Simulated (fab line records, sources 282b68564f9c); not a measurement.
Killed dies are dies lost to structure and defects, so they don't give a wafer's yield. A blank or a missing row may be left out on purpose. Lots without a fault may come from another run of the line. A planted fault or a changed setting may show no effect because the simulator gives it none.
One fault seen from 2 desks | flow rit_cmos | each desk has only its own numbers; what lay behind them comes last

THE TOOL OWNER'S DESK: litho_track-02
The tool's own readings at RIT_PRETRO_SOFTBAKE_02 (time 60 s): means of the sampled wafers that have a number, for each lot that ran on this tool. A lot is out of limits, marked OUT, if its mean lies more than 4 standard deviations from the usual mean; the brackets give that distance.
Columns: A = heater_power_total_W at RIT_PRETRO_SOFTBAKE_02, usual 34.56 W; B = plate_temp_C at RIT_PRETRO_SOFTBAKE_02, usual 90.01 C
lot  | first seen here | A                       | B
L363 | day 3 14:32     | 34.54                   | 89.99
L373 | day 5 15:56     | 41.78 (+99 or more) OUT | 103.32 (+99 or more) OUT
L375 | day 6 01:31     | 41.81 (+99 or more) OUT | 103.32 (+99 or more) OUT
This desk's finding: out of limits on L373, L375; first on L373, day 5 15:56 (heater_power_total_W at RIT_PRETRO_SOFTBAKE_02). In limits: L363.

THE METROLOGY DESK
What the gauges read, lot by lot, whatever tool the lot ran on: means of the sampled wafers that have a number. A lot is out of limits, marked OUT, if its mean lies more than 4 standard deviations from the usual mean; the brackets give that distance.
Columns: A = NRETRO_OVL at RIT_NRETRO_OVL_MEAS_06, usual 0.0 nm; B = NRETRO_TW at RIT_NRETRO_TW_MEAS_10, usual 1052; C = PRETRO_OVL at RIT_PRETRO_OVL_MEAS_06, usual 0.8 nm
lot  | first seen here | A    | B    | C
L363 | day 3 13:34     | -0.4 | 1062 | -1.4
L366 | day 4 06:41     | 0.4  | 1063 | 1.6
L372 | day 5 10:19     | 1.1  | 1033 | 0.4
L373 | day 5 14:58     | -1.0 | 1066 | 0.9
L375 | day 6 00:32     | -1.4 | 1040 | -0.5
L379 | day 6 20:23     | -0.2 | 1063 | 1.4
This desk's finding: nothing out of limits on any of the 6 lots.

PUT TOGETHER
The tool owner's desk could have raised an alarm at day 5 15:56, on L373, L375.
The metrology desk saw nothing out of limits.
The metrology desk has L373, L375 on record, within its limits.
Of the lots named, all ran RIT_PRETRO_SOFTBAKE_02 on litho_track-02.

WHAT THE SIMULATOR HAD PUT IN
Process parameter drift: litho_track-02, from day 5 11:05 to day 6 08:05, at RIT_PRETRO_SOFTBAKE_02. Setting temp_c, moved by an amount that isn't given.
Lots struck among those shown: L373, L375.
Hours from the fault's start to each desk's first reading out of limits: the tool owner's desk, 5.
